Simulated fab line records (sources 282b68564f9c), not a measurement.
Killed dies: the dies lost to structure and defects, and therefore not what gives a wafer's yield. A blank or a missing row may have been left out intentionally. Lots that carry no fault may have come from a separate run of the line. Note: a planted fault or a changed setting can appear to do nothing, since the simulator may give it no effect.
A lot that was struck, set against a sound lot ; flow rit-cmos ; 15 out of 202 route steps
Sound: wafers L148.2, L148.4, L148.6. Struck: wafers L152.2, L152.4, L152.6. The cause is given at the end.
For every step that has rows: the tool of each side, followed by ch and its chambers, followed by its first start. Under that, the readings that differ: sound wafers ; struck wafers ; difference of the means ; sigmas: that difference in standard deviations of wafers without a fault.
alike: readings whose means differ by less than 2 such deviations, and words and numbers that are the same on both sides. not compared: withheld readings, readings that some wafer has no value for, bounds like >300 that may hide the same value, and numbers for which the record gives no deviation and whose values overlap.
A row with sigmas, a row that says differs or no value, or rows on one side alone: a step with any of these is where the two part. Numbers that have no deviation but don't overlap get no sigmas and don't part them. Lack of a reading on every wafer of one side parts them only where that side has two or more wafers.

first, 4 steps without rows for these wafers: RIT_PLDD_SOFTBAKE_02 (time 60 s); RIT_PLDD_EXPOSE_03 (exposes mask M8, target cd 40900 nm); RIT_PLDD_PEB_04; RIT_PLDD_DEVELOP_05 (develop time 50 s).
RIT_PLDD_OVL_MEAS_06:
  sound on overlay-02 at day 3 20:44; struck on overlay-02 at day 4 20:16
  alike: PLDD_OVL
then, 2 steps without rows for these wafers: RIT_PLDD_HARDBAKE_07 (time 60 s); RIT_PLDD_IMPLANT_08.
RIT_PLDD_STRIP_09: strips in O2, time 180 s.
  sound on plasma-asher-02 ch 0, day 3 21:04; struck on plasma-asher-04 ch 0,1, day 4 20:36
  alike: drypump-motor-current-A
  not compared: rf-hours-counter-h
RIT_PLDD_TW_MEAS_10:
  sound on film-metro-03 at day 3 21:14; struck on film-metro-01 at day 4 20:47
  alike: PLDD_TW
then, 3 steps without rows for these wafers: RIT_SPACER_CLEAN_00 (cleans in SC1, time 600 s); RIT_SPACER_CLEAN_01 (cleans in dHF, time 30 s); RIT_SPACER_CLEAN_02 (cleans in SC2, time 600 s).
RIT_SPACER_CVD_03: deposits Si3N4 from SiH2Cl2/NH3, target thk 250 nm, time 3300 s.
  sound on lpcvd-01 ch 1, day 3 21:41; struck on lpcvd-02 ch 0, day 4 21:12
reading;sound;struck;difference;sigmas
spike-tc-centre-C (C);810.5 811.4 811.5;855.5 855.8 856.7;+44.9;+41
spike-tc-load-C (C);835.2 835.8 836.1;882.1 880.1 883.1;+46.1;+23
spike-tc-source-C (C);830 829 829;882 880 882;+52;+15
susceptor-temp-C (C);810.4 810.3 809.4;855.1 855.2 855.0;+45.1;+99 or more
zone-power-centre-pct (%);37.9 38.1 38.2;44.9 45.3 46.2;+7.4;+4
model.Si3N4_of_SPACER_CVD_03.thk-nm (nm);254.9 254.3 252.4;415 416 414.2;+161;
  alike: zone-power-load-pct
RIT_SPACER_THK_MEAS_04:
  sound on film-metro-01 at day 3 23:36; struck on film-metro-02 at day 5 00:19
reading;sound;struck;difference;sigmas
SPACER_NITRIDE_THK (nm);255.0 254.1 252.4;415.2 416.3 414.0;+161.3;+77
  not compared: hold
RIT_M1_PROBE_99:
  rows exist in the record for the sound wafers here (prober-01, day 4 11:52), none for the struck ones

## WHERE THEY PART
Earliest at RIT_SPACER_CVD_03; latest, in this record, at RIT_M1_PROBE_99.

WHY: whatever the simulator had introduced
lpcvd-02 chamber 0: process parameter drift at RIT_SPACER_CVD_03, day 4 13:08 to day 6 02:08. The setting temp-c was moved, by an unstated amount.
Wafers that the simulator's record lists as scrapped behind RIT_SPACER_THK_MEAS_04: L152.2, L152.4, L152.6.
